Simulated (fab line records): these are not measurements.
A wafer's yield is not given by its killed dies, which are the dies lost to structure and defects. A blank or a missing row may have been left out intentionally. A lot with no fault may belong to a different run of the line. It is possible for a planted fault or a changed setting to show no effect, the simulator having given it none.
Struck lot and sound lot, side by side / flow berkeley-cmos170 / 11 out of 331 route steps
Sound: wafers L251.2, L251.4, L251.5. Wafers struck: L256.1, L256.5, L256.6. Last of all comes the cause.
At each step with rows: each side's tool, then ch and its chambers, then its first start. Under that, the readings that differ: sound wafers / struck wafers / difference of the means / sigmas: that difference in standard deviations of wafers without a fault.
alike: same words and numbers on both sides, and readings whose means sit less than 2 such deviations apart. not compared: any withheld reading, any reading some wafer has no value for, any bound like >300 that may hide the same value, and any number with overlapping values for which the record gives no deviation.
A row with sigmas, a row that says differs or no value, or rows on one side alone: a step with any of these is where the two part. Non-overlapping numbers with no deviation appear without sigmas and do not part them. Lack of a reading on every wafer of one side parts them only where that side has two or more wafers.

UCB170_START_BOW_MEAS_00:
  struck on film-metro-02, day 2 16:00; sound on film-metro-01, day 1 15:01
  alike: INCOMING_BOW
then, 2 steps without rows for these wafers: UCB170_START_CLEAN_01 (cleans in dHF, time 60 s); UCB170_START_OXIDATION_02 (target thk 20 nm, ox time 1800 s).
UCB170_START_THK_MEAS_03:
  struck on film-metro-04, day 2 20:20; sound on film-metro-04, day 1 16:56
  alike: START_OXIDE_THK
then, 4 steps without rows for these wafers: UCB170_START_ANNEAL_04 (time 1200 s); UCB170_ZERO_HMDS_00 (prime time 60 s); UCB170_ZERO_COAT_01 (resist thk 900 nm); UCB170_ZERO_SOFTBAKE_02 (time 60 s).
UCB170_ZERO_EXPOSE_03: exposes mask PM MARKS, target cd 4000 nm.
  sound on krf-scanner-01 ch 0, day 2 00:23; struck on krf-scanner-01 ch 0, day 3 00:49
reading=exposure-dose-mJ-cm2; sound=29.986 30.010 30.036; struck=26.070 26.069 26.008; difference=-3.962; sigmas=-99 or more
  alike: mask
then, 1 step without rows for these wafers: UCB170_ZERO_PEB_04.
-- the record jumps here: 6 days lie between the struck wafers' starts before and after (it left off in module ZERO and takes up again in module M3, whose first step shown is number 331 of the route) --
UCB170_M3_PROBE_99:
  the record has rows for the struck wafers here (prober-02, day 9 00:08) and none for the sound ones

== WHERE THEY PART ==
Last at UCB170_M3_PROBE_99 as far as this record goes, first at UCB170_ZERO_EXPOSE_03.

WHY: what the simulator had put in
Process parameter drift: krf-scanner-01, from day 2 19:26 on, at UCB170_ZERO_EXPOSE_03. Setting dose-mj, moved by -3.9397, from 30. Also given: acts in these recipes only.
